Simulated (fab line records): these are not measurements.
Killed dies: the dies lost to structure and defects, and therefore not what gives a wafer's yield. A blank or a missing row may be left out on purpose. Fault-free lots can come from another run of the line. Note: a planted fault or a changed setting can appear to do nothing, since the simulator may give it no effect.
Which tool did it? :: flow rit_cmos :: 8 lots, 24 wafers sampled, at 2 steps of a route of 202

## WHAT THE GAUGES READ, wafer by wafer
RIT_M1_OVL_MEAS_10.
lot: L399
measured: day 3 21:31
on: overlay-02
M1_OVL (nm): -0.5 -1.4 -0.8

lot: L402
measured: day 4 11:26
on: overlay-02
M1_OVL (nm): -3.0 -0.6 -3.2

lot: L404
measured: day 4 22:18
on: overlay-02
M1_OVL (nm): 1.3 2.5 2.9

lot: L406
measured: day 5 08:50
on: overlay-02
M1_OVL (nm): -1.6 0.3 0.4

lot: L409
measured: day 6 00:05
on: overlay-02
M1_OVL (nm): -1.0 -3.0 -0.7

lot: L411
measured: day 6 09:10
on: overlay-02
M1_OVL (nm): 810.4 808.2 809.2

lot: L413
measured: day 6 19:49
on: overlay-02
M1_OVL (nm): 808.4 807.6 808.9

lot: L419
measured: day 8 00:58
on: overlay-01
M1_OVL (nm): 0.9 -0.7 0.2

## TOOL THAT RAN EACH LOT (tool first, then ch and the chambers of the sampled wafers, then the start)
lot: L399
RIT_M1_EXPOSE_06: iline_stepper-01 ch 0, day 3 20:58

lot: L402
RIT_M1_EXPOSE_06: iline_stepper-01 ch 0, day 4 10:55

lot: L404
RIT_M1_EXPOSE_06: iline_stepper-02 ch 0, day 4 21:46

lot: L406
RIT_M1_EXPOSE_06: iline_stepper-01 ch 0, day 5 08:17

lot: L409
RIT_M1_EXPOSE_06: iline_stepper-01 ch 0, day 5 23:25

lot: L411
RIT_M1_EXPOSE_06: iline_stepper-01 ch 0, day 6 08:37

lot: L413
RIT_M1_EXPOSE_06: iline_stepper-01 ch 0, day 6 19:17

lot: L419
RIT_M1_EXPOSE_06: iline_stepper-02 ch 0, day 8 00:25
- RIT_M1_EXPOSE_06: exposes mask M12, target cd 2600 nm.

## THE ANSWER, worked out from the rows above alone
Rule: the lots themselves supply what counts as usual. Put in order of their means at a reading, lots are off if they are a third of the lots or fewer, leave a main group of 4 or more, and stand apart from it by a gap of 3 or more times the standard deviation of the main group's means; of several such gaps the widest counts. A main group is skipped when, at the precision printed for the reading in the tables above, its means are all equal. A lot without any number at a reading at which 4 lots or more have one is off too. Any other lot the step has rows for is counted as sound.
Off: L411, L413, seen at RIT_M1_OVL_MEAS_10 (M1_OVL). Mean -0.4 nm and standard deviation 1.4 in the main group.
A tool fits if, at a process step before that reading, it ran every lot that is off, and no sound lot after the first of them. Gauges at RIT_M1_OVL_MEAS_10: tried the same way as those tools. Undecided on this evidence; 2 tools fit (iline_stepper-01 at RIT_M1_EXPOSE_06, overlay-02 at RIT_M1_OVL_MEAS_10).

## WHAT THE SIMULATOR HAD PUT IN
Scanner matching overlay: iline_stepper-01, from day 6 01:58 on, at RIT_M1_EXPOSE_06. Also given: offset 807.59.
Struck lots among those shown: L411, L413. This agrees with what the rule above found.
